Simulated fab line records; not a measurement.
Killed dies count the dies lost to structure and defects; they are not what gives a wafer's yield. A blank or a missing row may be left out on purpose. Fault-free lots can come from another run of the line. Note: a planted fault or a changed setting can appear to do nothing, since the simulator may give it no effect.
Split-lot trial ; flow rit_cmos ; 5 lots, 23 wafers read, on a route of 202 steps

## ON THE SPLIT
At RIT_PSD_COAT_01 (resist thk 1000 nm), the setting resist_thk_nm was moved away from the recipe's 1000 nm on 10 of the 23 wafers read, by -5.1% to +5.7%. All remaining wafers had this setting at the recipe value.

## FROM THE SPLIT TO THE READING: what the file shows between them, 3 steps
- RIT_PSD_SOFTBAKE_02: time 60 s
- RIT_PSD_EXPOSE_03: exposes mask M10, target cd 40900 nm
- RIT_PSD_DEVELOP_05: develop time 50 s

## THE READING
NOVOLAK_of_PSD_COAT_01.thk_nm (the simulator's own value, which no gauge read), in nm, at RIT_PSD_HARDBAKE_07 (time 60 s). The file gives no usual value for it. The 13 wafers here that ran the recipe average 886.4 nm, standard deviation 3.7 nm.

wafer;tool, chamber at the split;resist_thk_nm as run, nm;against the recipe;NOVOLAK_of_PSD_COAT_01.thk_nm, nm;against lot-mates on the recipe
L075.2;litho_track-03, 0;949.2;-5.1%;841.5;-41.1
L075.3;litho_track-03, 0;1000;recipe;883;-
L075.4;litho_track-03, 0;1000;recipe;883.2;-
L075.5;litho_track-03, 0;949.2;-5.1%;839.5;-43.1
L075.6;litho_track-03, 0;1000;recipe;881.7;-
L077.2;litho_track-03, 0;1046;+4.6%;929.1;+40.5
L077.3;litho_track-03, 0;1000;recipe;888.4;-
L077.4;litho_track-03, 0;1000;recipe;889;-
L077.5;litho_track-03, 0;1000;recipe;888.5;-
L077.6;litho_track-03, 0;1046;+4.6%;930.1;+41.5
L078.3;litho_track-04, 0;1000;recipe;893.2;-
L078.5;litho_track-04, 0;1000;recipe;890.8;-
L078.6;litho_track-04, 0;1000;recipe;890.5;-
L080.2;litho_track-04, 0;1000;recipe;884.2;-
L080.3;litho_track-04, 0;1000;recipe;886;-
L080.4;litho_track-04, 0;1031;+3.1%;911.3;+26.2
L080.5;litho_track-04, 0;1031;+3.1%;909.8;+24.7
L080.6;litho_track-04, 0;1031;+3.1%;911;+25.9
L084.1;litho_track-02, 0;1057;+5.7%;933.5;+51.0
L084.2;litho_track-02, 0;1000;recipe;882.3;-
L084.3;litho_track-02, 0;1000;recipe;882.7;-
L084.4;litho_track-02, 0;1057;+5.7%;931.6;+49.1
L084.5;litho_track-02, 0;1057;+5.7%;932.5;+50.0

FIT RESULTS
A straight line over all 23 wafers: NOVOLAK_of_PSD_COAT_01.thk_nm changes by +8.59 nm for each +1% of resist_thk_nm; r = +0.99; the points scatter about the line by 3.5 nm.
The same after taking each lot's own level away (the mean of its wafers on the recipe; 23 wafers): +8.59 nm for each +1%; r = +1.00; scatter 1.1 nm.
The reading moves by 49 nm for the largest change in resist_thk_nm, on that fit.
From 882.50 to 891.50 nm: that is the span of the lots' own levels, equal to 2.4 times the standard deviation above.
Hence the lot-to-lot level has little effect on the slope; both slopes agree.
Check: +48.9 nm against its lot-mates is what the line predicts for one of the wafers moved furthest among these (+5.7%) when that wafer is left out of the fit. Against them it came out at +51 nm.

## FURTHER SPLITS ON THESE WAFERS
Before the reading, these wafers also passed through other splits. Each is held against what the fit with the lots' levels taken away leaves over:
other split on the same wafers;wafers away from the commonest value;r with NOVOLAK_of_PSD_COAT_01.thk_nm (lot level and that fit taken away)
RIT_SPACER_CLEAN_00 time_s;15;-0.01
RIT_NSD_SOFTBAKE_02 temp_c;9;-0.07

## THE WHOLE CHAIN: every reading that the file lists as answering this split, in the file's order
step;what it does;reading;change (the file's fit);r (the file's)
RIT_PSD_COAT_01;resist thk 1000 nm;NOVOLAK_of_PSD_COAT_01.thk_nm (the simulator's own value, which no gauge read);+9.85 nm for each +1% of the setting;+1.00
RIT_PSD_HARDBAKE_07;time 60 s;NOVOLAK_of_PSD_COAT_01.thk_nm (the simulator's own value, which no gauge read);+8.61 nm for each +1% of the setting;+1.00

## THE FILE'S OWN FIT
NOVOLAK_of_PSD_COAT_01.thk_nm changes by +8.61 nm for each +1% of resist_thk_nm, r = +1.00.
